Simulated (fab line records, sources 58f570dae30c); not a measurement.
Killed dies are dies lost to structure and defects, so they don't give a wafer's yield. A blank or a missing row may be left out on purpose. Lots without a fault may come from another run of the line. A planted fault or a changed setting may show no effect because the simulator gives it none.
fab line records | flow berkeley_cmos170
record lots=5 wafers=23
route steps=331 shown M3@310
start_h: hours from the record's first day to the start of the lot's first wafer shown | wait_h: hours since the lot's step before | " the same as in the row above | L1.1+2: a row that stands for several wafers | - no value, or no start given | * or withheld: withheld | < > ~ a bound
route shown NAME@n: a module of which the file shows steps, and the number in the route of the first | usual: mean/standard deviation of fault-free wafers | same: alike in all rows | chamber/n: place in a boat | sites: the reading at each site | _std_site: their standard deviation | _edge_site: outer sites' mean less inner sites' | radius_mm: how far each site lies from the wafer's centre | mask NAME#n: copy n | behind: the tool/chamber that last shaped the wafer | hold: why the lot was held/for how many hours/how that ended | device: the transistor (n, p or np) that didn't switch | end of line: the same wafers' tests at the end of the route | a step without rows: its recipe alone | killed: dies lost to structure and defects at the first sort, not the wafer's yield | map: a wafer's dies, x killed, . not, _ none there
set.NAME: the setting as run; set.NAME@STEP: as run at that earlier step | model.NAME: the simulator's own value behind a step, which no gauge read
lots whose settings were changed on purpose; a table a step, a row a wafer
## steps
# step UCB170_M3_SPUTTER_01
# recipe material=Al target_thk_nm=900 time_s=120 power_w=6000 chamber_pressure_pa=0.5
# columns lot.wafer tool chamber start_h wait_h set.power_w model.Al_of_M3_SPUTTER_01.thk_nm
L077.1 pvd_sputter-03 - 197.20 0.0 6000 896.4
L077.4 " - " " 6000 901.4
L077.5 " - " " 6000 886.1
L079.2 pvd_sputter-04 - 214.17 0.0 5421 811.9
L079.3 " - " " 6000 909.4
L079.4 " - " " 5421 820.9
L079.5 " - " " 5421 822.5
L079.6 " - " " 6000 904
L081.1 pvd_sputter-02 - 231.35 0.0 6000 889.5
L081.2 " - " " 6000 899.1
L081.4 " - " " 5670 854.6
L081.5 " - " " 5670 852.1
L081.6 " - " " 6000 899.8
L084.1 pvd_sputter-04 - 234.11 0.0 5609 831.2
L084.2 " - " " 6000 884.5
L084.3 " - " " 6000 889.1
L084.5 " - " " 6000 887.1
L084.6 " - " " 5609 834.4
L085.1 pvd_sputter-03 - 243.97 0.0 5487 826.4
L085.3 " - " " 6000 889.9
L085.4 " - " " 5487 826.7
L085.5 " - " " 6000 909.9
L085.6 " - " " 6000 906.1
# step UCB170_M3_RS_MEAS_02
# recipe thk_meas_gauge=four-point-probe reads=Al_of_M3_SPUTTER_01
# usual M3_AL_RS=0.0322/0.0003
# columns lot.wafer tool chamber start_h wait_h set.power_w@M3_SPUTTER_01 M3_AL_RS[ohm/sq]
L077.1 film_metro-01 - 197.28 0.0 6000 0.0323
L077.4 " - " " 6000 0.0322
L077.5 " - " " 6000 0.0327
L079.2 film_metro-02 - 214.27 0.1 5421 0.0357
L079.3 " - " " 6000 0.0319
L079.4 " - " " 5421 0.0353
L079.5 " - " " 5421 0.0353
L079.6 " - " " 6000 0.0320
L081.1 film_metro-02 - 231.44 0.0 6000 0.0326
L081.2 " - " " 6000 0.0322
L081.4 " - " " 5670 0.0338
L081.5 " - " " 5670 0.0340
L081.6 " - " " 6000 0.0322
L084.1 film_metro-03 - 234.19 0.0 5609 0.0349
L084.2 " - " " 6000 0.0327
L084.3 " - " " 6000 0.0326
L084.5 " - " " 6000 0.0326
L084.6 " - " " 5609 0.0348
L085.1 film_metro-01 - 244.05 0.0 5487 0.0351
L085.3 " - " " 6000 0.0326
L085.4 " - " " 5487 0.0351
L085.5 " - " " 6000 0.0317
L085.6 " - " " 6000 0.0320
# step UCB170_M3_THK_MEAS_03
# recipe thk_meas_gauge=xrf reads=Al_of_M3_SPUTTER_01
# usual M3_AL_THK=899/9.3
# columns lot.wafer tool chamber start_h wait_h set.power_w@M3_SPUTTER_01 M3_AL_THK[nm]
L077.1 film_metro-01 - 197.40 0.1 6000 898
L077.4 " - " " 6000 897
L077.5 " - " " 6000 880
L079.2 film_metro-02 - 214.38 0.1 5421 812
L079.3 " - " " 6000 914
L079.4 " - " " 5421 825
L079.5 " - " " 5421 829
L079.6 " - " " 6000 908
L081.1 film_metro-02 - 231.56 0.1 6000 888
L081.2 " - " " 6000 901
L081.4 " - " " 5670 856
L081.5 " - " " 5670 854
L081.6 " - " " 6000 903
L084.1 film_metro-03 - 234.31 0.1 5609 828
L084.2 " - " " 6000 882
L084.3 " - " " 6000 889
L084.5 " - " " 6000 889
L084.6 " - " " 5609 829
L085.1 film_metro-01 - 244.17 0.1 5487 823
L085.3 " - " " 6000 884
L085.4 " - " " 5487 824
L085.5 " - " " 6000 904
L085.6 " - " " 6000 906
## key
split step=UCB170_M3_SPUTTER_01 setting=power_w stated=6000 by=wafer
response step=UCB170_M3_SPUTTER_01 reading=model.Al_of_M3_SPUTTER_01.thk_nm change=+8.72 per=1% r=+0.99
response step=UCB170_M3_RS_MEAS_02 reading=M3_AL_RS change=-0.000345 per=1% r=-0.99
response step=UCB170_M3_THK_MEAS_03 reading=M3_AL_THK change=+8.82 per=1% r=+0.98
